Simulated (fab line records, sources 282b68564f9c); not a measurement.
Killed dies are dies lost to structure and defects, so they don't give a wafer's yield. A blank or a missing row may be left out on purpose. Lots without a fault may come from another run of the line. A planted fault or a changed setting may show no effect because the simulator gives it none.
fab line records | flow rit_cmos
record lots=14 wafers=42 last_day=7
route steps=202 shown GATE@89 M1@202
lots that met no fault: from a run of the same line without faults
start_h: hours from the record's first day to the start of the lot's first wafer shown | wait_h: hours since the lot's step before | " the same as in the row above | L1.1+2: a row that stands for several wafers | - no value, or no start given | * or withheld: withheld | < > ~ a bound
route shown NAME@n: a module of which the file shows steps, and the number in the route of the first | usual: mean/standard deviation of fault-free wafers | same: alike in all rows | chamber/n: place in a boat | sites: the reading at each site | _std_site: their standard deviation | _edge_site: outer sites' mean less inner sites' | radius_mm: how far each site lies from the wafer's centre | mask NAME#n: copy n | behind: the tool/chamber that last shaped the wafer | hold: why the lot was held/for how many hours/how that ended | device: the transistor (n, p or np) that didn't switch | end of line: the same wafers' tests at the end of the route | a step without rows: its recipe alone | killed: dies lost to structure and defects at the first sort, not the wafer's yield | map: a wafer's dies, x killed, . not, _ none there
set.NAME: the setting as run; set.NAME@STEP: as run at that earlier step | model.NAME: the simulator's own value behind a step, which no gauge read
steps of the route over a sample of lots; a table a step, a row a wafer
services: from which hour (start_h, from the record's first day; less than 0 if before it) a tool's chamber was out of use, for how many hours, and why
## steps
# step RIT_GATE_EXPOSE_13
# recipe mask_id=M6 na=0.6 source_shape=conventional sigma_outer=0.6 target_cd_nm=150 dose_mj=380
# same sigma_outer=0.6
# columns lot.wafer tool chamber start_h wait_h mask
L532.3+4+6 iline_stepper-01 0 35.24 0.2 M6#0
L533.4+5+6 iline_stepper-02 0 41.65 0.2 M6#0
L535.3+4+5 iline_stepper-01 0 52.31 0.2 M6#0
L536.1+4+6 iline_stepper-01 0 56.85 0.1 M6#0
L538.1+2+6 iline_stepper-01 0 65.58 0.1 M6#0
L539.2+4+5 iline_stepper-01 0 71.17 0.1 M6#0
L540.3+5+6 iline_stepper-02 0 76.92 0.2 M6#0
L541.1+4+6 iline_stepper-01 0 81.18 0.2 M6#0
L548.3+4+6 iline_stepper-01 0 116.32 0.2 M6#0
L550.3+5+6 iline_stepper-02 0 126.40 0.1 M6#0
L551.1+4+6 iline_stepper-02 0 130.98 0.1 M6#0
L552.2+3+5 iline_stepper-02 0 136.03 0.1 M6#0
L554.1+3+4 iline_stepper-02 0 146.23 0.2 M6#0
L555.1+2+3 iline_stepper-02 0 150.39 0.1 M6#0
# step RIT_GATE_OVL_MEAS_17
# usual GATE_OVL=0.6/1.4
# columns lot.wafer tool chamber start_h wait_h GATE_OVL[nm]
L532.3 overlay-02 - 35.77 0.1 1.6
L532.4 " - " " 1.9
L532.6 " - " " -1.7
L533.4 overlay-02 - 42.13 0.1 1.1
L533.5 " - " " 1.4
L533.6 " - " " 1.2
L535.3 overlay-01 - 52.81 0.1 1.5
L535.4 " - " " -0.3
L535.5 " - " " 0.9
L536.1 overlay-02 - 57.37 0.1 -1.9
L536.4 " - " " -0.3
L536.6 " - " " -0.7
L538.1 overlay-02 - 66.10 0.1 -0.6
L538.2 " - " " 0.0
L538.6 " - " " -1.7
L539.2 overlay-02 - 71.91 0.1 -0.2
L539.4 " - " " -0.8
L539.5 " - " " 0.1
L540.3 overlay-02 - 77.42 0.1 0.9
L540.5 " - " " 0.8
L540.6 " - " " 2.5
L541.1 overlay-02 - 81.70 0.1 -147.3
L541.4 " - " " -148.4
L541.6 " - " " -147.0
L548.3 overlay-01 - 116.81 0.1 -149.8
L548.4 " - " " -149.9
L548.6 " - " " -149.6
L550.3 overlay-01 - 126.90 0.1 4.0
L550.5 " - " " 4.6
L550.6 " - " " 4.4
L551.1 overlay-01 - 131.50 0.1 -0.9
L551.4 " - " " -0.7
L551.6 " - " " 0.5
L552.2 overlay-02 - 136.59 0.1 1.5
L552.3 " - " " 2.4
L552.5 " - " " 0.4
L554.1 overlay-01 - 146.75 0.1 -0.6
L554.3 " - " " -0.6
L554.4 " - " " 0.9
L555.1 overlay-01 - 150.91 0.1 -1.6
L555.2 " - " " 0.0
L555.3 " - " " 2.9
# step RIT_M1_PROBE_99
# usual killed_at_contacts=0.1/0.36 killed_at_front_end=7/3.4 killed_dies=7/3.4 killed_open=3.3/2 killed_short=3.8/2.4
# same gross_dies=264 killed_at_M0_to_M3=0 killed_at_M4_up=0 killed_at_back_side=0 killed_at_other=0
# columns lot.wafer tool chamber start_h wait_h killed_at_contacts killed_at_front_end killed_dies killed_open killed_short
L550.3 prober-02 - 147.17 0.2 0 2 2 2 0
L550.5 prober-02 - 147.27 0.2 0 12 12 7 5
L550.6 prober-02 - 147.32 0.2 0 8 8 4 3
# killed by level:class
L550.3 REOX:geometric_particle:open=1 SILICIDE:geometric_particle:open=1
L550.5 GATE:geometric_particle:short=3 FOX1:geometric_particle:open=2 GATE:geometric_particle:open=2 REOX:geometric_particle:open=2 FOX1:geometric_particle:short=1 SPACER:geometric_particle:short=1 SPACER:geometric_particle:open=1
L550.6 FOX1:geometric_particle:open=2 GATE:geometric_particle:open=2 FOX1:geometric_particle:short=1 GATE:geometric_particle:short=1 REOX:geometric_particle:short=1 NSD:coat_microbubble_printed=1
## services
# columns tool chamber start_h hours kind
iline_stepper-02 - 43.09 1.7 pm
iline_stepper-01 0 47.28 - calibration
iline_stepper-02 - 61.26 11.4 repair
iline_stepper-01 - 85.50 21.6 repair
iline_stepper-01 - 107.06 8.9 pm
iline_stepper-02 0 124.75 - calibration
iline_stepper-01 - 142.74 1.7 pm
## key
first_sign step=RIT_GATE_OVL_MEAS_17 reading=GATE_OVL direction=down sigmas=99+ usual=0.6 struck=-148.7
effect none on later readings
met_at RIT_GATE_EXPOSE_13
struck_lots L541,L548
tester_left_out L541,L548
onset_between 71.17 81.18
fault kind=scanner_matching_overlay tool=iline_stepper-01 chamber=- onset_h=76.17 steps=RIT_GATE_EXPOSE_13 offset=-150
# tester_left_out: of these lots the tester's yield and bins aren't shown, on N5 and GAA mostly nor the transistor test; their killed dies are dies lost to structure and defects alone, not to doping, threshold or leakage, so they don't give the yield
